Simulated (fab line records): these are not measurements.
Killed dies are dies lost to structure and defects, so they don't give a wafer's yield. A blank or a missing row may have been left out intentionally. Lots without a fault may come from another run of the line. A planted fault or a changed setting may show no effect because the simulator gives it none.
Which tool was responsible? || flow berkeley cmos170 || 39 wafers from 13 lots sampled at 4 of the route's 331 steps

== WHAT EACH GAUGE READ, for each wafer ==
UCB170_SCREENOX_THK_MEAS_02.
{"lot": "L922", "measured": "day 5 01:19", "on": "film metro-04", "SCREENOX_OXIDE_THK (nm)": "15.2 15.2 15.2"}
{"lot": "L924", "measured": "day 5 08:31", "on": "film metro-03", "SCREENOX_OXIDE_THK (nm)": "13.9 14.2 13.9"}
{"lot": "L923", "measured": "day 5 08:31", "on": "film metro-04", "SCREENOX_OXIDE_THK (nm)": "14.5 14.6 14.6"}
{"lot": "L926", "measured": "day 6 00:49", "on": "film metro-04", "SCREENOX_OXIDE_THK (nm)": "14.2 14.6 14.5"}
{"lot": "L927", "measured": "day 6 00:49", "on": "film metro-01", "SCREENOX_OXIDE_THK (nm)": "14.4 14.3 14.5"}
{"lot": "L925", "measured": "day 6 00:51", "on": "film metro-03", "SCREENOX_OXIDE_THK (nm)": "14.5 14.5 14.5"}
{"lot": "L929", "measured": "day 6 16:48", "on": "film metro-01", "SCREENOX_OXIDE_THK (nm)": "14.0 14.2 14.0"}
{"lot": "L928", "measured": "day 6 16:49", "on": "film metro-04", "SCREENOX_OXIDE_THK (nm)": "14.4 14.2 14.6"}
{"lot": "L930", "measured": "day 6 22:53", "on": "film metro-01", "SCREENOX_OXIDE_THK (nm)": "14.5 14.7 14.7"}
{"lot": "L937", "measured": "day 8 05:38", "on": "film metro-03", "SCREENOX_OXIDE_THK (nm)": "15.3 15.5 15.6"}
{"lot": "L939", "measured": "day 8 20:13", "on": "film metro-03", "SCREENOX_OXIDE_THK (nm)": "15.6 15.5 15.6"}
{"lot": "L945", "measured": "day 10 02:18", "on": "film metro-04", "SCREENOX_OXIDE_THK (nm)": "14.4 14.1 14.2"}
{"lot": "L944", "measured": "day 10 02:22", "on": "film metro-01", "SCREENOX_OXIDE_THK (nm)": "14.4 14.3 14.4"}

UCB170_M1_OVL_MEAS_10.
{"lot": "L922", "measured": "day 6 22:04", "on": "overlay-01", "M1_OVL (nm)": "-16 -8 -14"}
{"lot": "L924", "measured": "day 7 04:17", "on": "overlay-01", "M1_OVL (nm)": "0 2 -3"}
{"lot": "L923", "measured": "day 7 04:37", "on": "overlay-01", "M1_OVL (nm)": "-4 -5 -10"}
{"lot": "L926", "measured": "day 7 23:40", "on": "overlay-01", "M1_OVL (nm)": "-6 -5 -8"}
{"lot": "L927", "measured": "day 7 23:56", "on": "overlay-02", "M1_OVL (nm)": "-24 -13 -15"}
{"lot": "L925", "measured": "day 7 23:44", "on": "overlay-01", "M1_OVL (nm)": "-4 -1 -9"}
{"lot": "L929", "measured": "day 8 11:32", "on": "overlay-02", "M1_OVL (nm)": "4 3 0"}
{"lot": "L928", "measured": "day 8 10:59", "on": "overlay-01", "M1_OVL (nm)": "2 9 3"}
{"lot": "L930", "measured": "day 8 17:38", "on": "overlay-01", "M1_OVL (nm)": "-7 -5 -2"}
{"lot": "L937", "measured": "day 10 03:43", "on": "overlay-02", "M1_OVL (nm)": "-9 -5 -6"}
{"lot": "L939", "measured": "day 10 18:41", "on": "overlay-02", "M1_OVL (nm)": "-10 -5 -11"}
{"lot": "L945", "measured": "day 12 00:52", "on": "overlay-01", "M1_OVL (nm)": "-13 -8 -10"}
{"lot": "L944", "measured": "day 12 01:07", "on": "overlay-02", "M1_OVL (nm)": "0 -4 7"}

== WHAT TOOL EACH LOT RAN ON (gives the tool, then ch and the chambers of the sampled wafers, and finally the start) ==
{"lot": "L922", "UCB170_SILICIDE_SPUTTER_01": "pvd sputter-03, day 6 15:38", "UCB170_CONTACT_STRIP_06": "plasma asher-04 ch 1, day 6 18:25"}
{"lot": "L924", "UCB170_SILICIDE_SPUTTER_01": "pvd sputter-03, day 6 19:34", "UCB170_CONTACT_STRIP_06": "plasma asher-01 ch 0,1, day 7 00:16"}
{"lot": "L923", "UCB170_SILICIDE_SPUTTER_01": "pvd sputter-04, day 6 19:02", "UCB170_CONTACT_STRIP_06": "plasma asher-04 ch 0,1, day 7 00:25"}
{"lot": "L926", "UCB170_SILICIDE_SPUTTER_01": "pvd sputter-03, day 7 16:11", "UCB170_CONTACT_STRIP_06": "plasma asher-02 ch 0,1, day 7 19:56"}
{"lot": "L927", "UCB170_SILICIDE_SPUTTER_01": "pvd sputter-04, day 7 16:21", "UCB170_CONTACT_STRIP_06": "plasma asher-01 ch 0,1, day 7 19:56"}
{"lot": "L925", "UCB170_SILICIDE_SPUTTER_01": "pvd sputter-01, day 7 16:43", "UCB170_CONTACT_STRIP_06": "plasma asher-04 ch 0,1, day 7 19:58"}
{"lot": "L929", "UCB170_SILICIDE_SPUTTER_01": "pvd sputter-04, day 8 02:52", "UCB170_CONTACT_STRIP_06": "plasma asher-02 ch 0,1, day 8 05:54"}
{"lot": "L928", "UCB170_SILICIDE_SPUTTER_01": "pvd sputter-01, day 8 02:41", "UCB170_CONTACT_STRIP_06": "plasma asher-04 ch 0,1, day 8 05:27"}
{"lot": "L930", "UCB170_SILICIDE_SPUTTER_01": "pvd sputter-01, day 8 11:38", "UCB170_CONTACT_STRIP_06": "plasma asher-01 ch 0,1, day 8 14:24"}
{"lot": "L937", "UCB170_SILICIDE_SPUTTER_01": "pvd sputter-03, day 9 20:50", "UCB170_CONTACT_STRIP_06": "plasma asher-01 ch 0,1, day 9 23:37"}
{"lot": "L939", "UCB170_SILICIDE_SPUTTER_01": "pvd sputter-01, day 10 12:34", "UCB170_CONTACT_STRIP_06": "plasma asher-04 ch 0,1, day 10 15:23"}
{"lot": "L945", "UCB170_SILICIDE_SPUTTER_01": "pvd sputter-03, day 11 17:20", "UCB170_CONTACT_STRIP_06": "plasma asher-02 ch 0,1, day 11 21:30"}
{"lot": "L944", "UCB170_SILICIDE_SPUTTER_01": "pvd sputter-01, day 11 17:35", "UCB170_CONTACT_STRIP_06": "plasma asher-01 ch 0,1, day 11 21:33"}
- UCB170_SILICIDE_SPUTTER_01: material Ti, target thk 30 nm, time 25 s.
- UCB170_CONTACT_STRIP_06: strips in O2.

== WHAT THE TOOLS THEMSELVES READ (means of the sampled wafers that have a number; where no wafer has one, the mark that the record gives instead) ==
UCB170_SILICIDE_SPUTTER_01.
{"lot": "L922", "tool": "pvd sputter-03", "throttle valve pct (%)": 30.6}
{"lot": "L924", "tool": "pvd sputter-03", "throttle valve pct (%)": 30.6}
{"lot": "L923", "tool": "pvd sputter-04", "throttle valve pct (%)": 30.0}
{"lot": "L926", "tool": "pvd sputter-03", "throttle valve pct (%)": 30.8}
{"lot": "L927", "tool": "pvd sputter-04", "throttle valve pct (%)": 30.4}
{"lot": "L925", "tool": "pvd sputter-01", "throttle valve pct (%)": 31.0}
{"lot": "L929", "tool": "pvd sputter-04", "throttle valve pct (%)": 30.9}
{"lot": "L928", "tool": "pvd sputter-01", "throttle valve pct (%)": 30.9}
{"lot": "L930", "tool": "pvd sputter-01", "throttle valve pct (%)": 30.5}
{"lot": "L937", "tool": "pvd sputter-03", "throttle valve pct (%)": 31.4}
{"lot": "L939", "tool": "pvd sputter-01", "throttle valve pct (%)": 31.1}
{"lot": "L945", "tool": "pvd sputter-03", "throttle valve pct (%)": 30.0}
{"lot": "L944", "tool": "pvd sputter-01", "throttle valve pct (%)": 31.1}

UCB170_CONTACT_STRIP_06.
{"lot": "L922", "tool": "plasma asher-04", "drypump motor current A (A)": 6.2, "oes product au (a.u.)": 0.738, "strip time to endpoint s (s)": 21.93}
{"lot": "L924", "tool": "plasma asher-01", "drypump motor current A (A)": 6.0, "oes product au (a.u.)": 0.737, "strip time to endpoint s (s)": 22.04}
{"lot": "L923", "tool": "plasma asher-04", "drypump motor current A (A)": 5.9, "oes product au (a.u.)": 0.732, "strip time to endpoint s (s)": 21.91}
{"lot": "L926", "tool": "plasma asher-02", "drypump motor current A (A)": 5.7, "oes product au (a.u.)": 0.733, "strip time to endpoint s (s)": 22.01}
{"lot": "L927", "tool": "plasma asher-01", "drypump motor current A (A)": 6.0, "oes product au (a.u.)": 0.734, "strip time to endpoint s (s)": 21.97}
{"lot": "L925", "tool": "plasma asher-04", "drypump motor current A (A)": 5.6, "oes product au (a.u.)": 0.737, "strip time to endpoint s (s)": 21.92}
{"lot": "L929", "tool": "plasma asher-02", "drypump motor current A (A)": 5.7, "oes product au (a.u.)": 0.735, "strip time to endpoint s (s)": 22.05}
{"lot": "L928", "tool": "plasma asher-04", "drypump motor current A (A)": 5.6, "oes product au (a.u.)": 0.739, "strip time to endpoint s (s)": 21.99}
{"lot": "L930", "tool": "plasma asher-01", "drypump motor current A (A)": 6.0, "oes product au (a.u.)": 0.731, "strip time to endpoint s (s)": 22.01}
{"lot": "L937", "tool": "plasma asher-01", "drypump motor current A (A)": 6.0, "oes product au (a.u.)": 0.736, "strip time to endpoint s (s)": 21.94}
{"lot": "L939", "tool": "plasma asher-04", "drypump motor current A (A)": 5.9, "oes product au (a.u.)": 0.734, "strip time to endpoint s (s)": 22.07}
{"lot": "L945", "tool": "plasma asher-02", "drypump motor current A (A)": 5.7, "oes product au (a.u.)": 0.736, "strip time to endpoint s (s)": 21.99}
{"lot": "L944", "tool": "plasma asher-01", "drypump motor current A (A)": 6.0, "oes product au (a.u.)": 0.735, "strip time to endpoint s (s)": 21.97}

== THE ANSWER, worked out from the rows above alone ==
Rule: what is usual is taken from the lots themselves. The widest of any qualifying gaps counts: lots, ordered by their means at a reading, are off when they make up no more than a third of the lots, leave a main group of 4 or more, and stand apart from it by 3 or more times the standard deviation of that group's means. A main group is skipped when, at the precision printed for the reading in the tables above, its means are all equal. A lot without any number at a reading at which 4 lots or more have one is off too. The other lots that the step has rows for count as sound. Order of review: gauges by route order, followed by the tools' own readings, for which a lot's mean as printed above is used. At the first step where some lot is off, the reading lying furthest off is the one used; lots without a number count as furthest.
Nothing can be told from this: no lot is off at any reading shown.

== WHAT THE SIMULATOR HAD PUT IN ==
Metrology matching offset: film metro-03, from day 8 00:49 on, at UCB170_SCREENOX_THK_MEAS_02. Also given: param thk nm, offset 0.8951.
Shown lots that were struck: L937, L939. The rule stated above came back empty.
